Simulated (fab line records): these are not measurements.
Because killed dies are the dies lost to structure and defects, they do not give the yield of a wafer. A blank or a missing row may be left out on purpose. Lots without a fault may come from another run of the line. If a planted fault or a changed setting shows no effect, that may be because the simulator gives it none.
fab line records    flow rit_cmos
[record] lots = 4  wafers = 12  last_day = 7
route steps=202 shown SDANNEAL@156 SILICIDE@161 CONTACT@168 M1@184
lots with no fault: from the same line, run without faults
start_h: hours from the record's first day to the start of the lot's first wafer shown    wait_h: how many hours have passed since the lot's step before this one    " same as the row above    L1.1+2: a row that stands for several wafers    - either no value or no given start    * or withheld: withheld    < > ~ a bound
route shown NAME@n: names a module that has steps shown in the file, with the first one's number in the route    usual: mean and standard deviation over wafers with no fault    same: alike in all rows    chamber/n: place in a boat    sites: readings site by site    _std_site: their standard deviation    _edge_site: mean of outer sites minus mean of inner sites    radius_mm: how far each site lies from the wafer's centre    mask NAME#n: copy n    behind: the most recent tool/chamber to have shaped the wafer    hold: the reason the lot was held/the length of the hold in hours/how it ended    device: which transistor (n, p or np) failed to switch    end of line: the tests these same wafers got at the end of their route    step lacking rows: just its recipe    killed: at the first sort, the dies lost to defects and structure; wafer yield is something else    map: dies across one wafer; x = killed, . = not, _ = none there
set.NAME: the setting that was run; set.NAME@STEP: the one run at that earlier step    model.NAME: the simulator's own value behind a step, which no gauge read
lots seen at some steps along the route; tables by step, rows by wafer
services: the hour from which a tool's chamber was out of use, counted from the record's first day as start_h (under 0 if before that day), plus the number of hours and why
[[steps]]
[step RIT_SDANNEAL_RTA_03]
[recipe] temp_c = 1050  time_s = 5  idle_temp_c = 600  ramp_up_c_per_s = 342  ramp_down_c_per_s = 171  cool_to_c = 600  ambient = N2
[step RIT_SILICIDE_WET_ETCH_00]
[recipe] chemistry = BOE  target = SiO2  target_depth_nm = 14  time_s = 15  dry = n2_spin  dilution = 10:1  temp_c = 21.5
[step RIT_SILICIDE_SPUTTER_01]
[recipe] material = Ti  target_thk_nm = 30  power_w = 350  chamber_pressure_pa = 0.667  gas = Ar  time_s = 240  substrate_temp_c = 25
[step RIT_SILICIDE_RTA_04]
[recipe] temp_c = 650  time_s = 10  idle_temp_c = 25  ramp_up_s = 5  ramp_down_s = 5  cool_to_c = 25  ambient = N2
[step RIT_SILICIDE_WET_ETCH_05]
[recipe] chemistry = SPM  target = Ti  temp_c = 90  time_s = 120  dry = n2_spin
[step RIT_SILICIDE_RTA_06]
[recipe] temp_c = 750  time_s = 10  idle_temp_c = 25  ramp_up_s = 5  ramp_down_s = 10  cool_to_c = 25  ambient = N2
[step RIT_CONTACT_CVD_00]
[recipe] material = SiO2  target_thk_nm = 400  precursor = TEOS  temp_c = 390  time_s = 61  rf_w = 400
[usual] heater_power_w = 321/38  rf_fwd_power_W = 396.6/1.5
lot.wafer  tool      chamber  start_h  wait_h  heater_power_w  rf_fwd_power_W  since_wet_clean_h  model.SiO2_of_CONTACT_CVD_00.thk_nm
L691.4     pecvd-01  2        120.82   0.0     348             391.6           -                  404.6
L691.5     "         0        "        "       363             400.4           -                  404.5
L691.6     "         1        "        "       313             396.5           -                  400.6
L696.3     pecvd-04  1        145.21   0.0     354             395.2           700                401
L696.5     "         2        "        "       348             397.1           -                  408.5
L696.6     "         1        "        "       377             396.2           -                  408.1
L697.2     pecvd-01  0        150.87   0.0     401             239.6           1097               340.8
L697.3     "         2        "        "       292             393.7           1097               394.2
L697.6     "         2        "        "       307             394.2           -                  402
L700.1     pecvd-01  0        166.72   0.1     334             237.0           1112               345.4
L700.3     "         2        "        "       340             394.3           1112               393.9
L700.5     "         1        "        "       327             397.7           -                  398.2
[step RIT_CONTACT_THK_MEAS_01]
[recipe] reads = SiO2_of_CONTACT_CVD_00
[usual] CONTACT_TEOS_THK = 399/5
lot.wafer  tool           chamber  start_h  wait_h  CONTACT_TEOS_THK[nm]
L691.4     film_metro-03  -        120.87   0.0     405
L691.5     "              -        "        "       404
L691.6     "              -        "        "       401
L696.3     film_metro-03  -        145.28   0.0     401
L696.5     "              -        "        "       409
L696.6     "              -        "        "       408
L697.2     film_metro-03  -        150.93   0.0     341
L697.3     "              -        "        "       394
L697.6     "              -        "        "       402
L700.1     film_metro-03  -        166.77   0.0     346
L700.3     "              -        "        "       394
L700.5     "              -        "        "       398
[step RIT_CONTACT_HMDS_02]
[recipe] prime_time_s = 60  prime_temp_c = 140
[step RIT_CONTACT_COAT_03]
[recipe] resist = NOVOLAK  spin_rpm = 3250  resist_thk_nm = 1000
[step RIT_CONTACT_SOFTBAKE_04]
[recipe] resist = NOVOLAK  temp_c = 90  time_s = 60
[step RIT_CONTACT_EXPOSE_05]
[recipe] mask_id = M11  na = 0.6  source_shape = conventional  sigma_outer = 0.5  target_cd_nm = 1000  dose_mj = 250
[step RIT_CONTACT_PEB_06]
[recipe] resist = NOVOLAK  temp_c = withheld  time_s = withheld
[step RIT_CONTACT_DEVELOP_07]
[recipe] resist = NOVOLAK  develop_time_s = 120  dev_temp_c = 23
[step RIT_CONTACT_HARDBAKE_10]
[recipe] resist = NOVOLAK  temp_c = 140  time_s = 60
[step RIT_CONTACT_ETCH_11]
[recipe] target_depth_a = 4800  over_etch_frac = 0.2  stop_on = TiSi2  chemistry = CHF3/CF4/Ar  target = SiO2  CHF3_flow_sccm = 50  cf4_flow_sccm = 10  Ar_flow_sccm = 100  O2_flow_sccm = 5  pressure_mtorr = 100  rf_w = 200  time_s = 320
[usual] cf4_flow_sccm = 10.003/0.028  drypump_motor_current_A = 5.8/0.41  oes_product_au = 0.988/0.0075  throttle_valve_pct = 8.78/0.13
lot.wafer  tool         chamber  start_h  wait_h  cf4_flow_sccm  drypump_motor_current_A  oes_product_au  rf_hours_counter_h  throttle_valve_pct  model.etch.depth_nm  model.CONTACT.feature_depth_nm
L691.4     rie_diel-04  3        122.30   0.1     9.953          5.8                      0.983           21                  8.92                404.6                404.6
L691.5     "            3        "        "       10.007         5.8                      0.989           -                   8.93                404.5                404.5
L691.6     "            0        "        "       9.959          6.1                      0.993           -                   8.90                400.6                400.6
L696.3     rie_diel-04  0        146.62   0.1     10.016         6.0                      1.002           67                  8.91                401                  401
L696.5     "            0        "        "       10.024         6.1                      0.994           -                   8.92                408.5                408.5
L696.6     "            1        "        "       10.016         4.9                      0.988           -                   8.91                408.1                408.1
L697.2     rie_diel-04  3        152.38   0.1     10.020         5.8                      0.985           21                  8.92                340.8                340.8
L697.3     "            0        "        "       9.969          6.0                      0.987           67                  8.92                394.2                394.2
L697.6     "            1        "        "       9.984          5.0                      0.986           -                   8.91                402                  402
L700.1     rie_diel-02  2        168.10   0.1     10.023         5.8                      0.975           59                  8.88                345.4                345.4
L700.3     "            0        "        "       10.022         5.4                      0.981           95                  8.58                393.9                393.9
L700.5     "            1        "        "       10.015         5.7                      0.993           -                   8.89                398.2                398.2
[step RIT_CONTACT_STRIP_12]
[recipe] chemistry = O2  time_s = 180  resist = NOVOLAK  platen_temp_c = withheld  power_w = 500  pressure_mtorr = 4000  o2_flow_sccm = 4000
[step RIT_CONTACT_CLEAN_13]
[recipe] chemistry = SC1  mix = 3:3:50  time_s = 600  temp_c = 75
[step RIT_CONTACT_CLEAN_14]
[recipe] chemistry = SC2  mix = 3:3:50  time_s = 600  temp_c = 75  dry = n2_spin
[step RIT_M1_SPUTTER_00]
[recipe] material = Al  target_thk_nm = 400  power_w = 2000  chamber_pressure_pa = 0.4  gas = Ar  time_s = 500  substrate_temp_c = 25
[step RIT_M1_HMDS_03]
[recipe] prime_time_s = 60  prime_temp_c = 140
[step RIT_M1_COAT_04]
[recipe] resist = NOVOLAK  spin_rpm = 2000  resist_thk_nm = 1300
[step RIT_M1_SOFTBAKE_05]
[recipe] resist = NOVOLAK  temp_c = 90  time_s = 60
[step RIT_M1_EXPOSE_06]
[recipe] mask_id = M12  na = 0.6  source_shape = conventional  sigma_outer = 0.5  target_cd_nm = 2600  dose_mj = 250
[step RIT_M1_PEB_07]
[recipe] resist = NOVOLAK  temp_c = withheld  time_s = withheld
[step RIT_M1_DEVELOP_08]
[recipe] resist = NOVOLAK  develop_time_s = 68  dev_temp_c = 23
[step RIT_M1_HARDBAKE_11]
[recipe] resist = NOVOLAK  temp_c = 140  time_s = 120
[step RIT_M1_METAL_ETCH_12]
[recipe] stop_on = SiO2  chemistry = Cl2/BCl3  target = Al  time_s = 165  over_etch_frac = 0.5  pressure_mtorr = 100  target_depth_a = 6000  rf_w = 250  Cl2_flow_sccm = 60  bcl3_flow_sccm = 50
[usual] drypump_motor_current_A = 5.5/0.49  oes_product_au = 0.777/0.014  throttle_valve_pct = 8.32/0.11
lot.wafer  tool          chamber  start_h  wait_h  drypump_motor_current_A  oes_product_au  rf_hours_counter_h  throttle_valve_pct  model.SiO2_of_CONTACT_CVD_00.thk_nm
L691.4     rie_metal-02  0        125.10   0.2     5.9                      0.771           -                   8.16                368.2
L691.5     "             0        "        "       5.9                      0.779           -                   8.18                368.2
L691.6     "             1        "        "       5.5                      0.770           -                   8.13                364.2
L696.3     rie_metal-03  1        149.41   0.2     4.8                      0.784           -                   8.34                363.3
L696.5     "             1        "        "       4.8                      0.794           -                   8.34                370.5
L696.6     "             0        "        "       6.0                      0.780           -                   8.31                370.5
L697.2     rie_metal-04  0        155.10   0.2     4.9                      0.789           6                   8.41                303.8
L697.3     "             0        "        "       4.9                      0.772           -                   8.41                357.3
L697.6     "             0        "        "       4.9                      0.788           -                   8.39                365.5
L700.1     rie_metal-04  0        170.79   0.2     4.9                      0.788           6                   8.42                308.4
L700.3     "             1        "        "       5.8                      0.762           -                   8.47                356
L700.5     "             0        "        "       4.9                      0.788           -                   8.41                361.2
[step RIT_M1_STRIP_13]
[recipe] chemistry = nmp  resist = NOVOLAK  temp_c = 80  time_s = 600  dry = n2_spin
[step RIT_M1_PROBE_99]
[usual] killed_at_contacts = 0.1/0.26  killed_at_front_end = 7.5/2.8  killed_dies = 7.6/2.8  killed_open = 3.9/2.1  killed_short = 3.7/1.7
[same] gross_dies = 264  killed_at_M0_to_M3 = 0  killed_at_M4_up = 0  killed_at_back_side = 0  killed_at_other = 0
lot.wafer  tool       chamber  start_h  wait_h  killed_at_contacts  killed_at_front_end  killed_dies  killed_open  killed_short  model.etest.field_p_metal.vt_v  model.etest.nmos_0p15.junction_log10_a_um  model.etest.nmos_narrow.off_log10_a_um  model.etest.nmos_0p3.off_log10_a_um  model.etest.antenna_contact.vt_shift_v
L691.4     prober-01  -        128.59   0.2     0                   7                    7            3            4             -29.76                          -13.5                                      -13.04                                  -13.07                               -0.01396
L691.5     prober-01  -        128.64   0.2     0                   7                    7            3            4             -29.89                          -13.4                                      -13.2                                   -13.11                               -0.01076
L691.6     prober-01  -        128.69   0.2     0                   9                    9            3            5             -28.9                           -13.24                                     -13.05                                  -12.97                               -0.01092
L696.3     prober-02  -        151.71   0.2     0                   6                    6            4            2             -28.16                          -13.61                                     -13.13                                  -13.17                               -0.01295
L696.5     prober-02  -        151.81   0.2     0                   10                   10           8            2             -28.03                          -13.52                                     -13.16                                  -13.04                               -0.01072
L696.6     prober-02  -        151.86   0.2     0                   9                    9            3            6             -28.51                          -13.3                                      -13.08                                  -13                                  -0.01226
L697.2     prober-01  -        158.47   0.1     0                   5                    5            3            2             -25.23                          -13.15                                     -12.95                                  -12.99                               -0.02059
L697.3     prober-01  -        158.52   0.2     0                   13                   13           9            4             -27.86                          -13.7                                      -13.14                                  -13.07                               -0.01507
L697.6     prober-01  -        158.67   0.2     0                   5                    5            3            2             -28.35                          -13.41                                     -13.3                                   -13.13                               -0.01154
L700.1     prober-02  -        173.53   0.1     0                   8                    8            5            3             -26.46                          -13.01                                     -13.04                                  -12.9                                -0.01142
L700.3     prober-02  -        173.63   0.2     0                   7                    7            3            4             -28.83                          -13.4                                      -13.2                                   -13.16                               -0.01043
L700.5     prober-02  -        173.73   0.2     1                   11                   12           7            5             -28.96                          -13.6                                      -13.26                                  -12.98                               -0.008703
// killed by level:class
L691.4 GATE:geometric_particle:short=2 REOX:geometric_particle:short=2 FOX1:geometric_particle:open=1 GATE:geometric_particle:open=1 SILICIDE:geometric_particle:open=1
L691.5 FOX1:geometric_particle:short=2 GATE:geometric_particle:short=2 GATE:geometric_particle:open=2 SPACER:geometric_particle:open=1
L691.6 GATE:geometric_particle:open=2 SILICIDE:geometric_particle:short=2 GATE:geometric_particle:short=1 REOX:geometric_particle:short=1 SPACER:geometric_particle:short=1 SILICIDE:geometric_particle:open=1 NLDD:coat_microbubble_printed=1
L696.3 GATE:geometric_particle:open=2 FOX1:geometric_particle:short=1 FOX1:geometric_particle:open=1 GATE:geometric_particle:short=1 SPACER:geometric_particle:open=1
L696.5 FOX1:geometric_particle:open=3 GATE:geometric_particle:open=2 SPACER:geometric_particle:open=2 FOX2:geometric_particle:short=1 FOX2:geometric_particle:open=1 GATE:geometric_particle:short=1
L696.6 GATE:geometric_particle:short=2 SPACER:geometric_particle:short=2 FOX1:geometric_particle:short=1 FOX1:geometric_particle:open=1 GATE:geometric_particle:open=1 SPACER:geometric_particle:open=1 SILICIDE:geometric_particle:short=1
L697.2 GATE:geometric_particle:open=3 GATE:geometric_particle:short=2
L697.3 GATE:geometric_particle:open=7 GATE:geometric_particle:short=3 FOX2:geometric_particle:open=2 FOX2:geometric_particle:short=1
L697.6 GATE:geometric_particle:open=2 GATE:geometric_particle:short=1 REOX:geometric_particle:open=1 SILICIDE:geometric_particle:short=1
L700.1 GATE:geometric_particle:open=4 FOX2:geometric_particle:short=1 GATE:geometric_particle:short=1 SILICIDE:geometric_particle:open=1 SILICIDE:geometric_particle:short=1
L700.3 GATE:geometric_particle:open=3 GATE:geometric_particle:short=2 SILICIDE:geometric_particle:short=2
L700.5 SPACER:geometric_particle:open=3 GATE:geometric_particle:open=2 GATE:geometric_particle:short=2 FOX1:geometric_particle:short=1 REOX:geometric_particle:short=1 REOX:geometric_particle:open=1 SPACER:geometric_particle:short=1 CONTACT:geometric_particle:open=1
[[services]]
tool          chamber  start_h  hours  kind
pecvd-04      2        122.76   10.6   repair
rie_diel-04   3        123.26   11.2   repair
rie_diel-02   1        131.27   15.7   repair
rie_metal-02  -        136.12   20.0   pm
rie_metal-02  0        136.12   20.0   vent_cycle
rie_metal-02  1        136.12   20.0   vent_cycle
rie_metal-02  0        156.12   -      clean
rie_metal-02  1        156.12   -      clean
pecvd-04      -        158.65   0.2    repair
[[key]]
[first_sign] step = RIT_CONTACT_CVD_00  reading = rf_fwd_power_W  direction = down  sigmas = 99+  usual = 396.6  struck = 238.3
[effect] step = RIT_CONTACT_THK_MEAS_01  reading = CONTACT_TEOS_THK  direction = down  sigmas = 11  usual = 399  struck = 343
[model_effect] step = RIT_CONTACT_CVD_00  value = SiO2_of_CONTACT_CVD_00.thk_nm  without = 399.5  struck = 343.1
[model_effect] step = RIT_CONTACT_ETCH_11  value = etch.depth_nm  without = 399.5  struck = 343.1
[model_effect] step = RIT_M1_METAL_ETCH_12  value = SiO2_of_CONTACT_CVD_00.thk_nm  without = 362.5  struck = 306.1
[model_effect] step = RIT_M1_PROBE_99  value = etest.field_p_metal.vt_v  without = -28.59  struck = -25.84
met_at RIT_CONTACT_CVD_00
struck_wafers L697.2,L700.1
tester_left_out L697,L700
onset_between 120.82 150.87
[fault] kind = process_parameter_drift  tool = pecvd-01  chamber = 0  onset_h = 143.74  steps = RIT_CONTACT_CVD_00  channel = rf_w  offset = -160  shape = step  end_h = 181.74  stated = 400
// tester_left_out: of these lots the tester's yield and bins aren't shown, on N5 and GAA mostly nor the transistor test; their killed dies are dies lost to structure and defects alone, not to doping, threshold or leakage, so they don't give the yield
